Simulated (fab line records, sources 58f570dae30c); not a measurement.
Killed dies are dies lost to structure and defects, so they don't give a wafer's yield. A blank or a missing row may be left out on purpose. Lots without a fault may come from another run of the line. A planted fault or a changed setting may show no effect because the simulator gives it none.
A struck lot beside a sound one | flow berkeley_cmos170 | 16 steps out of a route of 331
Sound: wafers L314.2, L314.3, L314.6. Struck: wafer L305.2. (L305.4, L305.5 of the same lot were not struck and are left out.) The cause comes at the end.
At each step with rows: each side's tool, then ch and its chambers, then its first start. Under that, the readings that differ: sound wafers | struck wafers | difference of the means | sigmas: that difference in standard deviations of wafers without a fault.
alike: readings whose means differ by less than 2 such deviations, and words and numbers that are the same on both sides. not compared: withheld readings, readings that some wafer has no value for, bounds like >300 that may hide the same value, and numbers for which the record gives no deviation and whose values overlap.
The two part at a step that has a row with sigmas, a row that says differs or no value, or rows on one side only. Numbers that don't overlap but have no deviation are shown without sigmas and don't part them. A reading that every wafer of one side lacks parts them only if that side has two wafers or more.

UCB170_V1_CMP_02: polishes SiO2.
  sound on cmp-02 ch 0,1,3, day 10 14:07; struck on cmp-01 ch 1, day 8 12:31
  alike: motor_current_A, retaining_ring_pressure_frac, slurry_filter_dp_kPa
UCB170_V1_BOW_MEAS_03:
  sound on film_metro-01, day 10 14:26; struck on film_metro-03, day 8 12:44
  alike: V1_BOW
UCB170_V1_THK_MEAS_04:
  sound on film_metro-01, day 10 14:32; struck on film_metro-03, day 8 12:50
  alike: V1_POLISHED_THK
then, 7 steps without rows for these wafers: UCB170_V1_CLEAN_05 (cleans in DIW); UCB170_V1_HMDS_06 (prime time 60 s); UCB170_V1_COAT_07 (resist thk 900 nm); UCB170_V1_SOFTBAKE_08 (time 60 s); UCB170_V1_EXPOSE_09 (exposes mask VIA1, target cd 700 nm); UCB170_V1_PEB_10; UCB170_V1_DEVELOP_11 (develop time 45 s).
UCB170_V1_CD_MEAS_12: target cd 700 nm.
  sound on cd_sem-02, day 10 15:48; struck on cd_sem-02, day 8 14:10
  reading    | sound             | struck | difference | sigmas
  cd_nm (nm) | 701.3 700.9 702.5 | 697.5  | -4.1       | -2
UCB170_V1_OVL_MEAS_13:
  sound on overlay-02, day 10 15:55; struck on overlay-01, day 8 14:16
  alike: V1_OVL
UCB170_V1_ETCH_14: etches SiO2 in CHF3/CF4/Ar, stops on Al, target depth 1250 nm, time 291 s.
  sound on rie_diel-01 ch 0,1,3, day 10 15:56; struck on rie_diel-02 ch 1, day 8 14:18
  reading                             | sound             | struck  | difference | sigmas
  oes_product_au (a.u.)               | 0.873 0.884 0.854 | 0.812   | -0.058     | -5
  over_etch_frac                      | 0.25 0.25 0.25    | 0.38775 | +0.13775   |
  model.KrF_of_V1_COAT_07.thk_nm (nm) | 608.2 613.7 613.7 | 574.9   | -37.0      |
  alike: drypump_motor_current_A, throttle_valve_pct
  not compared: rf_hours_counter_h
UCB170_V1_STRIP_15: strips in O2.
  sound on plasma_asher-02 ch 0,1, day 10 16:07; struck on plasma_asher-04 ch 1, day 8 14:29
  reading                      | sound             | struck | difference | sigmas
  strip_time_to_endpoint_s (s) | 15.26 15.42 15.40 | 14.48  | -0.88      | -9
  alike: drypump_motor_current_A, oes_product_au
  not compared: rf_hours_counter_h
UCB170_V1_CD_MEAS_90: target cd 700 nm.
  sound on cd_sem-02, day 10 16:14; struck on cd_sem-01, day 8 14:36
  alike: cd_nm
UCB170_M3_PROBE_99:
  the record has rows for the struck wafers here (prober-02, day 9 03:04) and none for the sound ones

WHERE THEY PART
First at UCB170_V1_CD_MEAS_12; last, within this record, at UCB170_M3_PROBE_99.

WHY: what the simulator had put in
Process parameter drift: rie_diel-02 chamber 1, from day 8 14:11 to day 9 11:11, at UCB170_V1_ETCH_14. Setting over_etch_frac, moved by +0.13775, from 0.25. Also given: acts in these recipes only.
